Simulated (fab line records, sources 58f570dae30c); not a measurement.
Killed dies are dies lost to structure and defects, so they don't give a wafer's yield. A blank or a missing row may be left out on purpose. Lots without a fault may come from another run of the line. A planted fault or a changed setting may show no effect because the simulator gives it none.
A struck lot beside a sound one | flow berkeley_cmos170 | 22 steps out of a route of 331
Sound: wafers L295.1, L295.2, L295.3. Struck: wafers L311.1, L311.2, L311.4. The cause comes at the end.
At each step with rows: each side's tool, then ch and its chambers, then its first start. Under that, the readings that differ: sound wafers | struck wafers | difference of the means | sigmas: that difference in standard deviations of wafers without a fault.
alike: readings whose means differ by less than 2 such deviations, and words and numbers that are the same on both sides. not compared: withheld readings, readings that some wafer has no value for, bounds like >300 that may hide the same value, and numbers for which the record gives no deviation and whose values overlap.
The two part at a step that has a row with sigmas, a row that says differs or no value, or rows on one side only. Numbers that don't overlap but have no deviation are shown without sigmas and don't part them. A reading that every wafer of one side lacks parts them only if that side has two wafers or more.

first, 1 step without rows for these wafers: UCB170_WELLDRIVE_OXIDATION_01 (target thk 199 nm, ox time 9000 s).
UCB170_WELLDRIVE_THK_MEAS_02:
  sound on film_metro-03, day 5 06:56; struck on film_metro-03, day 9 14:55
  alike: WELLDRIVE_OXIDE_THK
then, 5 steps without rows for these wafers: UCB170_WELLDRIVE_ANNEAL_03 (time 900 s); UCB170_WELLDRIVE_WET_ETCH_04 (etches SiO2 in BOE, time 120 s); UCB170_ACTIVE_CLEAN_00 (cleans in SPM, time 600 s); UCB170_ACTIVE_CLEAN_01 (cleans in dHF, time 60 s); UCB170_ACTIVE_OXIDATION_02 (target thk 26.4 nm, ox time 1260 s).
UCB170_ACTIVE_THK_MEAS_03:
  sound on film_metro-01, day 5 19:29; struck on film_metro-02, day 10 11:10
  alike: ACTIVE_OXIDE_THK
then, 2 steps without rows for these wafers: UCB170_ACTIVE_ANNEAL_04 (time 900 s); UCB170_ACTIVE_CVD_05 (deposits Si3N4 from SiH2Cl2/NH3, target thk 220 nm, time 3300 s).
UCB170_ACTIVE_THK_MEAS_06:
  sound on film_metro-02, day 6 03:46; struck on film_metro-01, day 10 23:57
  alike: ACTIVE_NITRIDE_THK
then, 1 step without rows for these wafers: UCB170_ACTIVE_HMDS_07 (prime time 60 s).
UCB170_ACTIVE_COAT_08: resist thk 900 nm.
  sound on litho_track-02 ch 0, day 6 04:15; struck on litho_track-02 ch 0, day 11 00:10
  reading                                 | sound             | struck            | difference | sigmas
  model.KrF_of_ACTIVE_COAT_08.thk_nm (nm) | 899.6 900.5 898.1 | 433.1 434.3 432.9 | -466.0     |
  alike: resist_line_temp_C
then, 4 steps without rows for these wafers: UCB170_ACTIVE_SOFTBAKE_09 (time 60 s); UCB170_ACTIVE_EXPOSE_10 (exposes mask ACTIVE, target cd 1200 nm); UCB170_ACTIVE_PEB_11; UCB170_ACTIVE_DEVELOP_12 (develop time 45 s).
UCB170_ACTIVE_CD_MEAS_13: target cd 1200 nm.
  sound on cd_sem-02, day 6 05:05; struck on cd_sem-01, day 11 01:42
  reading    | sound                | struck               | difference | sigmas
  cd_nm (nm) | 1197.6 1197.1 1198.8 | 1176.1 1176.2 1175.4 | -21.9      | -15
  not compared: hold
UCB170_ACTIVE_OVL_MEAS_14:
  sound on overlay-02, day 6 05:12; struck on overlay-02, day 11 04:56
  reading | sound | struck                                                                     | difference                   | sigmas
  hold    | - - - | await_dispo/3.1h/release await_dispo/3.1h/release await_dispo/3.1h/release | no value on the sound wafers |
  alike: ACTIVE_OVL
UCB170_ACTIVE_ETCH_15: etches Si3N4 in CH3F/Ar/O2, stops on SiO2, target depth 242 nm, time 151 s.
  sound on rie_diel-01 ch 1,2,3, day 6 05:14; struck on rie_diel-01 ch 0,1,2, day 11 04:58
  reading                                 | sound             | struck            | difference | sigmas
  model.KrF_of_ACTIVE_COAT_08.thk_nm (nm) | 727.2 726.6 724.6 | 261.6 262.6 256.5 | -465.9     |
  model.ACTIVE.cd_nm (nm)                 | 1197 1197 1198    | 1176 1176 1176    | -21        |
  alike: drypump_motor_current_A, oes_product_au, throttle_valve_pct
  not compared: rf_hours_counter_h
UCB170_ACTIVE_STRIP_16: strips in O2.
  sound on plasma_asher-02 ch 0,1, day 6 05:20; struck on plasma_asher-03 ch 0,1, day 11 05:04
  reading                      | sound             | struck            | difference | sigmas
  oes_product_au (a.u.)        | 0.722 0.719 0.721 | 0.522 0.525 0.517 | -0.199     | -51
  strip_time_to_endpoint_s (s) | 18.14 18.13 18.08 | 7.17 7.20 7.06    | -10.97     | -99 or more
  alike: drypump_motor_current_A
  not compared: rf_hours_counter_h
UCB170_ACTIVE_CD_MEAS_90: target cd 1200 nm.
  sound on cd_sem-02, day 6 05:26; struck on cd_sem-01, day 11 05:28
  reading    | sound                | struck               | difference | sigmas
  cd_nm (nm) | 1197.4 1197.2 1198.4 | 1176.2 1176.4 1175.6 | -21.6      | -14
  not compared: hold

WHERE THEY PART
First at UCB170_ACTIVE_CD_MEAS_13; last, within this record, at UCB170_ACTIVE_CD_MEAS_90.

WHY: what the simulator had put in
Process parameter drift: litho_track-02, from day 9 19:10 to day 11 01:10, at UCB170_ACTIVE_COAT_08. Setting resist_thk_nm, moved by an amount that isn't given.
